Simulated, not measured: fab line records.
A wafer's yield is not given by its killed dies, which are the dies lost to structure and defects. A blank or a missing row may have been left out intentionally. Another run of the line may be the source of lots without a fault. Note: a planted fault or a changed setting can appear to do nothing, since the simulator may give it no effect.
A lot that was struck, set against a sound lot -- flow rit cmos -- 43 steps out of a route of 202
Sound: these wafers, L913.3, L913.4, L913.6. Struck: wafer L915.5. (L915.3, L915.6 of the same lot were not struck and are left out.) The cause comes at the end.
Order at every step that has rows: each side's tool, ch and its chambers, its first start. Under that, the readings that differ: sound wafers -- struck wafers -- difference of the means -- sigmas: that difference in standard deviations of wafers without a fault.
alike: readings whose means differ by less than 2 such deviations, and words and numbers that are the same on both sides. not compared: withheld readings, readings that some wafer has no value for, bounds like >300 that may hide the same value, and numbers for which the record gives no deviation and whose values overlap.
A row with sigmas, a row that says differs or no value, or rows on one side alone: a step with any of these is where the two part. Numbers that have no deviation but don't overlap get no sigmas and don't part them. Lack of a reading on every wafer of one side parts them only where that side has two or more wafers.

first, 1 step without rows for these wafers: RIT_ACTIVE_OXIDATION_01 (target thk 46.8 nm, ox time 3360 s).
RIT_ACTIVE_THK_MEAS_02:
  sound: film metro-04 at day 2 09:20; struck: film metro-03 at day 2 18:27
  alike: ACTIVE_OXIDE_THK
then, 1 step without rows for these wafers: RIT_ACTIVE_CVD_03 (deposits Si3N4 from SiH2Cl2/NH3, target thk 150 nm, time 1500 s).
RIT_ACTIVE_THK_MEAS_04:
  sound: film metro-04 at day 2 10:49; struck: film metro-04 at day 2 19:56
  alike: ACTIVE_NITRIDE_THK
then, 6 steps without rows for these wafers: RIT_ACTIVE_HMDS_05 (prime time 60 s); RIT_ACTIVE_COAT_06 (resist thk 1000 nm); RIT_ACTIVE_SOFTBAKE_07 (time 60 s); RIT_ACTIVE_EXPOSE_08 (exposes mask M1, target cd 1400 nm); RIT_ACTIVE_PEB_09; RIT_ACTIVE_DEVELOP_10 (develop time 50 s).
RIT_ACTIVE_CD_MEAS_11 targets a cd of 1400 nm.
  sound: cd sem-01 at day 2 11:52; struck: cd sem-01 at day 2 20:52
  alike: cd nm
then, 1 step without rows for these wafers: RIT_ACTIVE_HARDBAKE_12 (time 60 s).
RIT_ACTIVE_ETCH_13: etches Si3N4 in SF6, stops on SiO2, time 210 s, target depth 210 nm.
  sound on rie diel-03 ch 0,3, day 2 12:05; struck on rie diel-01 ch 2, day 2 21:05
reading,sound,struck,difference,sigmas
drypump motor current A (A),5.7 6.7 6.7,4.9,-1.5,-3
model.NOVOLAK_of_ACTIVE_COAT_06.thk nm (nm),672.5 669.5 669.2,724.9,+54.5,
model.ACTIVE.feature depth nm (nm),149.7 148.4 148.9,144.8,-4.2,
model.etch.depth nm (nm),149.7 148.4 148.9,144.8,-4.2,
  alike: oes product au, throttle valve pct
  not compared: rf hours counter h
RIT_ACTIVE_STRIP_14: strips in O2, time 180 s.
  sound on plasma asher-03 ch 0,1, day 2 12:17; struck on plasma asher-01 ch 1, day 2 21:17
  alike: drypump motor current A
  not compared: rf hours counter h
RIT_ACTIVE_CD_MEAS_90 targets a cd of 1400 nm.
  sound: cd sem-01 at day 2 12:26; struck: cd sem-01 at day 2 21:26
  alike: cd nm
then, 4 steps without rows for these wafers: RIT_ACTIVE_CLEAN_15 (cleans in SC1, time 600 s); RIT_ACTIVE_CLEAN_16 (cleans in dHF, time 30 s); RIT_ACTIVE_CLEAN_17 (cleans in SC2, time 600 s); RIT_FOX1_OXIDATION_00 (target thk 350.7 nm, ox time 1130 s).
RIT_FOX1_THK_MEAS_01:
  sound wafers here have rows in the record (film metro-04, day 2 14:28); struck ones have none
then, 2 steps without rows for these wafers: RIT_FOX1_WET_ETCH_02 (etches SiO2 in BOE, target depth 350 nm, time 390 s); RIT_FOX2_OXIDATION_00 (target thk 350.7 nm, ox time 1130 s).
RIT_FOX2_THK_MEAS_01:
  sound wafers here have rows in the record (film metro-01, day 2 15:57); struck ones have none
then, 2 steps without rows for these wafers: RIT_FOX2_CLEAN_02 (cleans in dHF, time 180 s); RIT_FOX2_WET_ETCH_03 (etches Si3N4 in H3PO4, target depth 195 nm, time 2700 s).
RIT_FOX2_THK_MEAS_90:
  sound wafers here have rows in the record (film metro-01, day 2 16:49); struck ones have none
then, 6 steps without rows for these wafers: RIT_NWELL_HMDS_00 (prime time 60 s); RIT_NWELL_COAT_01 (resist thk 1300 nm); RIT_NWELL_SOFTBAKE_02 (time 60 s); RIT_NWELL_EXPOSE_03 (exposes mask M2, target cd 43900 nm); RIT_NWELL_PEB_04; RIT_NWELL_DEVELOP_05 (develop time 68 s).
RIT_NWELL_OVL_MEAS_06:
  sound wafers here have rows in the record (overlay-01, day 2 17:53); struck ones have none
then, 2 steps without rows for these wafers: RIT_NWELL_HARDBAKE_07 (time 120 s); RIT_NWELL_IMPLANT_08.
RIT_NWELL_STRIP_09: strips in O2, time 180 s.
  the record has rows for the sound wafers here (plasma asher-01 ch 0,1, day 2 18:22) and none for the struck ones
RIT_NWELL_TW_MEAS_10:
  sound wafers here have rows in the record (film metro-04, day 2 18:30); struck ones have none
then, 5 steps without rows for these wafers: RIT_PWELL_HMDS_00 (prime time 60 s); RIT_PWELL_COAT_01 (resist thk 1300 nm); RIT_PWELL_SOFTBAKE_02 (time 60 s); RIT_PWELL_EXPOSE_03 (exposes mask M3, target cd 43700 nm); RIT_PWELL_PEB_04.
-- the record jumps here: 2 days lie between the struck wafers' starts before and after (it left off in module PWELL and takes up again in module M1, whose first step shown is number 202 of the route) --
RIT_M1_PROBE_99:
  sound: prober-01 at day 4 16:14; struck: prober-01 at day 4 21:30
reading,sound,struck,difference,sigmas
hold,- - -,await dispo/3.2h/release,no value on the sound wafers,
killed at contacts,0 0 0,1,+1,+4
killed at front end,4 10 7,249,+242,+81
killed dies,4 10 7,250,+243,+81
killed on rim,1 1 0,69,+68,+49
  alike: killed open, killed short

## WHERE THEY PART
First at RIT_ACTIVE_ETCH_13; last, within this record, at RIT_M1_PROBE_99.

WHY: the cause the simulator had injected
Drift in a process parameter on rie diel-01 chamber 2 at RIT_ACTIVE_ETCH_13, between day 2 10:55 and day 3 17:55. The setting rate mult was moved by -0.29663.
